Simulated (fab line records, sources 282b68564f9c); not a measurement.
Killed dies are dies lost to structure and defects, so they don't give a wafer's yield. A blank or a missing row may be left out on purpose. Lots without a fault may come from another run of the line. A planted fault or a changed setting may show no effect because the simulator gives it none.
A struck lot beside a sound one | flow rit_cmos | 19 steps out of a route of 202
Sound: wafers L594.1, L594.3, L594.6. Struck: wafers L607.3, L607.4, L607.6. The cause comes at the end.
At each step with rows: each side's tool, then ch and its chambers, then its first start. Under that, the readings that differ: sound wafers | struck wafers | difference of the means | sigmas: that difference in standard deviations of wafers without a fault.
alike: readings whose means differ by less than 2 such deviations, and words and numbers that are the same on both sides. not compared: withheld readings, readings that some wafer has no value for, bounds like >300 that may hide the same value, and numbers for which the record gives no deviation and whose values overlap.
The two part at a step that has a row with sigmas, a row that says differs or no value, or rows on one side only. Numbers that don't overlap but have no deviation are shown without sigmas and don't part them. A reading that every wafer of one side lacks parts them only if that side has two wafers or more.

RIT_CONTACT_STRIP_12: strips in O2, time 180 s.
  sound on plasma_asher-01 ch 0,1, day 4 16:02; struck on plasma_asher-04 ch 0,1, day 7 08:41
  alike: drypump_motor_current_A
  not compared: rf_hours_counter_h
RIT_CONTACT_CD_MEAS_90: target cd 1000 nm.
  sound on cd_sem-02, day 4 16:13; struck on cd_sem-01, day 7 08:50
  alike: cd_nm
then, 2 steps without rows for these wafers: RIT_CONTACT_CLEAN_13 (cleans in SC1, time 600 s); RIT_CONTACT_CLEAN_14 (cleans in SC2, time 600 s).
RIT_M1_SPUTTER_00: material Al, target thk 400 nm, time 500 s.
  sound on pvd_sputter-02, day 4 16:41; struck on pvd_sputter-02, day 7 09:16
  alike: chamber_pressure_pa, throttle_valve_pct
RIT_M1_RS_MEAS_01: measures by four-point-probe.
  sound on film_metro-02, day 4 16:58; struck on film_metro-04, day 7 09:36
  alike: M1_AL_RS
RIT_M1_THK_MEAS_02: measures by xrf.
  sound on film_metro-02, day 4 17:05; struck on film_metro-04, day 7 09:42
  alike: M1_AL_THK
then, 5 steps without rows for these wafers: RIT_M1_HMDS_03 (prime time 60 s); RIT_M1_COAT_04 (resist thk 1280 nm); RIT_M1_SOFTBAKE_05 (time 60 s); RIT_M1_EXPOSE_06 (exposes mask M12, target cd 2600 nm); RIT_M1_PEB_07.
RIT_M1_DEVELOP_08: develop time 68 s.
  sound on litho_track-01 ch 0, day 4 17:00; struck on litho_track-04 ch 0, day 7 10:00
  alike: resist_line_temp_C
RIT_M1_CD_MEAS_09: target cd 2600 nm.
  sound on cd_sem-02, day 4 18:02; struck on cd_sem-01, day 7 11:08
  reading    | sound                | struck               | difference | sigmas
  cd_nm (nm) | 2598.4 2598.6 2598.5 | 2633.6 2632.5 2635.5 | +35.4      | +19
  not compared: hold
RIT_M1_OVL_MEAS_10:
  sound on overlay-01, day 4 18:09; struck on overlay-02, day 7 15:15
  reading | sound | struck                                                                     | difference                   | sigmas
  hold    | - - - | await_dispo/4.0h/release await_dispo/4.0h/release await_dispo/4.0h/release | no value on the sound wafers |
  alike: M1_OVL
then, 1 step without rows for these wafers: RIT_M1_HARDBAKE_11 (time 120 s).
RIT_M1_METAL_ETCH_12: etches Al in Cl2/BCl3, stops on SiO2, time 165 s, target depth 600 nm.
  sound on rie_metal-02 ch 0,1, day 4 18:26; struck on rie_metal-02 ch 0,1, day 7 15:35
  reading             | sound          | struck         | difference | sigmas
  model.M1.cd_nm (nm) | 2600 2600 2600 | 2634 2631 2635 | +33        |
  alike: drypump_motor_current_A, oes_product_au, throttle_valve_pct
  not compared: rf_hours_counter_h
then, 1 step without rows for these wafers: RIT_M1_STRIP_13 (strips in nmp, time 600 s).
RIT_M1_PROBE_99:
  sound on prober-01, day 4 20:41; struck on prober-02, day 8 00:48
  alike: defect_limited_yield, killed_at_contacts, killed_at_front_end, killed_dies, killed_open, killed_short, sort_bin_3_pad_short, sort_bin_5_function, sort_bin_6_memory, sort_n_pass, sort_yield_pct

WHERE THEY PART
First at RIT_M1_CD_MEAS_09; last, within this record, at RIT_M1_OVL_MEAS_10. Later steps at which nothing parts them and some readings are alike: RIT_M1_METAL_ETCH_12, RIT_M1_PROBE_99.

WHY: what the simulator had put in
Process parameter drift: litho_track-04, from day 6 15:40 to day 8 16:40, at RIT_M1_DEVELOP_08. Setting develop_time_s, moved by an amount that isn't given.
